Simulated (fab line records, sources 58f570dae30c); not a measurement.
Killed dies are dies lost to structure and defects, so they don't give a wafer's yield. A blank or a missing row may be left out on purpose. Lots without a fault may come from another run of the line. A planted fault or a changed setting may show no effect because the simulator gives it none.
Which tool did it? | flow berkeley_cmos170 | 13 lots, 39 wafers sampled, at 3 steps of a route of 331

WHAT THE GAUGES READ, wafer by wafer
The record holds no reading of a measuring or inspecting step that can be judged against a usual standard deviation.

WHICH TOOL RAN EACH LOT (tool, then ch and the chambers of the sampled wafers, then the start)
lot  | UCB170_GATE_ETCH_15             | UCB170_PLDD_HMDS_00               | UCB170_PLDD_COAT_01
L314 | rie_si-02 ch 0,3, day 7 03:19   | litho_track-02 ch 0, day 7 04:10  | litho_track-02 ch 0, day 7 04:19
L316 | rie_si-02 ch 0,1,2, day 7 09:46 | litho_track-02 ch 0, day 7 10:50  | litho_track-02 ch 0, day 7 10:59
L315 | rie_si-01 ch 0,1,2, day 7 10:03 | litho_track-03 ch 0, day 7 11:17  | litho_track-03 ch 0, day 7 11:26
L320 | rie_si-02 ch 0,1,2, day 8 03:10 | litho_track-03 ch 0, day 8 03:59  | litho_track-03 ch 0, day 8 04:08
L318 | rie_si-01 ch 0,1, day 8 03:49   | litho_track-02 ch 0, day 8 04:45  | litho_track-02 ch 0, day 8 04:54
L319 | rie_si-02 ch 0,1, day 8 03:59   | litho_track-03 ch 0, day 8 05:17  | litho_track-03 ch 0, day 8 05:26
L321 | rie_si-01 ch 0,2,3, day 8 13:29 | litho_track-04 ch 0, day 8 14:19  | litho_track-04 ch 0, day 8 14:28
L325 | rie_si-02 ch 0,1,3, day 8 17:52 | litho_track-04 ch 0, day 8 18:59  | litho_track-04 ch 0, day 8 19:08
L324 | rie_si-02 ch 0,1,3, day 8 18:14 | litho_track-02 ch 0, day 8 19:03  | litho_track-02 ch 0, day 8 19:12
L322 | rie_si-01 ch 1,2, day 8 18:22   | litho_track-02 ch 0, day 8 19:29  | litho_track-02 ch 0, day 8 19:38
L329 | rie_si-01 ch 0,1, day 10 04:38  | litho_track-02 ch 0, day 10 05:41 | litho_track-02 ch 0, day 10 05:50
L330 | rie_si-02 ch 0,3, day 10 15:22  | litho_track-03 ch 0, day 10 15:49 | litho_track-03 ch 0, day 10 15:58
L336 | rie_si-01 ch 0,3, day 11 09:08  | litho_track-04 ch 0, day 11 09:47 | litho_track-04 ch 0, day 11 09:56
- UCB170_GATE_ETCH_15: etches poly-Si in HBr/Cl2, stops on SiO2, time 56.3 s, target depth 278.2 nm.
- UCB170_PLDD_HMDS_00: prime time 60 s.
- UCB170_PLDD_COAT_01: resist thk 900 nm.

WHAT THE TOOLS THEMSELVES READ (means of the sampled wafers that have a number; where no wafer has one, the mark that the record gives instead)
UCB170_GATE_ETCH_15.
lot  | tool      | drypump_motor_current_A (A) | oes_product_au (a.u.) | rf_fwd_power_W (W) | throttle_valve_pct (%)
L314 | rie_si-02 | 5.6                         | 0.831                 | 296.7              | 26.46
L316 | rie_si-02 | 5.9                         | 0.837                 | 297.0              | 26.49
L315 | rie_si-01 | 5.5                         | 0.822                 | 297.9              | 26.40
L320 | rie_si-02 | 5.9                         | 0.836                 | 297.8              | 26.50
L318 | rie_si-01 | 5.7                         | 0.835                 | 296.9              | 26.42
L319 | rie_si-02 | 6.0                         | 0.833                 | 296.5              | 26.40
L321 | rie_si-01 | 5.6                         | 0.822                 | 297.2              | 26.37
L325 | rie_si-02 | 5.7                         | 0.829                 | 295.7              | 26.44
L324 | rie_si-02 | 5.7                         | 0.824                 | 296.1              | 26.44
L322 | rie_si-01 | 5.6                         | 0.824                 | 298.3              | 26.30
L329 | rie_si-01 | 5.7                         | 0.833                 | 297.4              | 26.42
L330 | rie_si-02 | 5.6                         | 0.830                 | 295.5              | 26.47
L336 | rie_si-01 | 5.5                         | 0.811                 | 296.9              | 26.46

THE ANSWER, worked out from the rows above alone
Rule: what is usual is taken from the lots themselves. Put in order of their means at a reading, lots are off if they are a third of the lots or fewer, leave a main group of 4 or more, and stand apart from it by a gap of 3 or more times the standard deviation of the main group's means; of several such gaps the widest counts. A main group whose means are all the same, to the digits that the tables above print for the reading, isn't used. A lot without any number at a reading at which 4 lots or more have one is off too. The other lots that the step has rows for count as sound. The gauges are gone through in route order, then the tools' own readings, and for those a lot's mean is taken as printed above. The first step at which some lot is off is used, and at that step the reading that is off furthest; a lot without a number counts as furthest.
No lot is off at any reading shown: from this, nothing can be told.

WHAT THE SIMULATOR HAD PUT IN
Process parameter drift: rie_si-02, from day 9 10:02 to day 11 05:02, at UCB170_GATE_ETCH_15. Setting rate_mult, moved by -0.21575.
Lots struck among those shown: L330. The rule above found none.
